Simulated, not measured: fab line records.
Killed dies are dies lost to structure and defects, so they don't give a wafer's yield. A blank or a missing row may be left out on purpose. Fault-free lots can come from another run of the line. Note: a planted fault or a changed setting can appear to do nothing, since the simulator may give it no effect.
Which tool did it? || flow rit-cmos || 7 lots, 21 wafers sampled, at 2 steps of a route of 202

== WHAT THE GAUGES SHOWED, per wafer ==
RIT_NLDD_OVL_MEAS_06.
{"lot": "L358", "measured": "day 3 09:15", "on": "overlay-02", "NLDD_OVL (nm)": "-2.5 -2.2 -3.3"}
{"lot": "L361", "measured": "day 3 23:44", "on": "overlay-02", "NLDD_OVL (nm)": "-2.3 -0.2 -1.9"}
{"lot": "L366", "measured": "day 4 23:49", "on": "overlay-02", "NLDD_OVL (nm)": "- - -"}
{"lot": "L368", "measured": "day 5 11:46", "on": "overlay-01", "NLDD_OVL (nm)": "-3.0 -4.0 -1.2"}
{"lot": "L371", "measured": "day 6 01:38", "on": "overlay-02", "NLDD_OVL (nm)": "-0.9 -1.3 1.5"}
{"lot": "L374", "measured": "day 6 17:37", "on": "overlay-02", "NLDD_OVL (nm)": "1.1 -0.6 0.5"}
{"lot": "L377", "measured": "day 7 13:01", "on": "overlay-02", "NLDD_OVL (nm)": "-1.0 -0.3 1.0"}

== WHAT TOOL EACH LOT RAN ON (gives the tool, then ch and the chambers of the sampled wafers, and finally the start) ==
{"lot": "L358", "RIT_NLDD_COAT_01": "litho-track-04 ch 0, day 3 08:29"}
{"lot": "L361", "RIT_NLDD_COAT_01": "litho-track-02 ch 0, day 3 22:51"}
{"lot": "L366", "RIT_NLDD_COAT_01": "litho-track-01, day 4 23:08"}
{"lot": "L368", "RIT_NLDD_COAT_01": "litho-track-01 ch 0, day 5 10:58"}
{"lot": "L371", "RIT_NLDD_COAT_01": "litho-track-01 ch 0, day 6 00:53"}
{"lot": "L374", "RIT_NLDD_COAT_01": "litho-track-01 ch 0, day 6 16:47"}
{"lot": "L377", "RIT_NLDD_COAT_01": "litho-track-04 ch 0, day 7 12:13"}
- RIT_NLDD_COAT_01: resist thk 1000 nm.

== THE ANSWER, worked out from the rows above alone ==
Rule: what is usual is taken from the lots themselves. The widest of any qualifying gaps counts: lots, ordered by their means at a reading, are off when they make up no more than a third of the lots, leave a main group of 4 or more, and stand apart from it by 3 or more times the standard deviation of that group's means. A main group whose means are all the same, to the digits that the tables above print for the reading, isn't used. Also off: a lot with no number at a reading for which 4 or more lots have one. Any other lot the step has rows for is counted as sound.
Off: at RIT_NLDD_OVL_MEAS_06 (NLDD_OVL), L366. Without a number there: L366. The main group: mean -1.1 nm, standard deviation 1.2.
If a tool, at a process step before that reading, ran all the lots that are off and no sound lot after the first of them, it fits. Those tools and the gauges at RIT_NLDD_OVL_MEAS_06 are tried in the same way. Not one of the candidates tried fits.

== WHAT THE SIMULATOR HAD INSERTED ==
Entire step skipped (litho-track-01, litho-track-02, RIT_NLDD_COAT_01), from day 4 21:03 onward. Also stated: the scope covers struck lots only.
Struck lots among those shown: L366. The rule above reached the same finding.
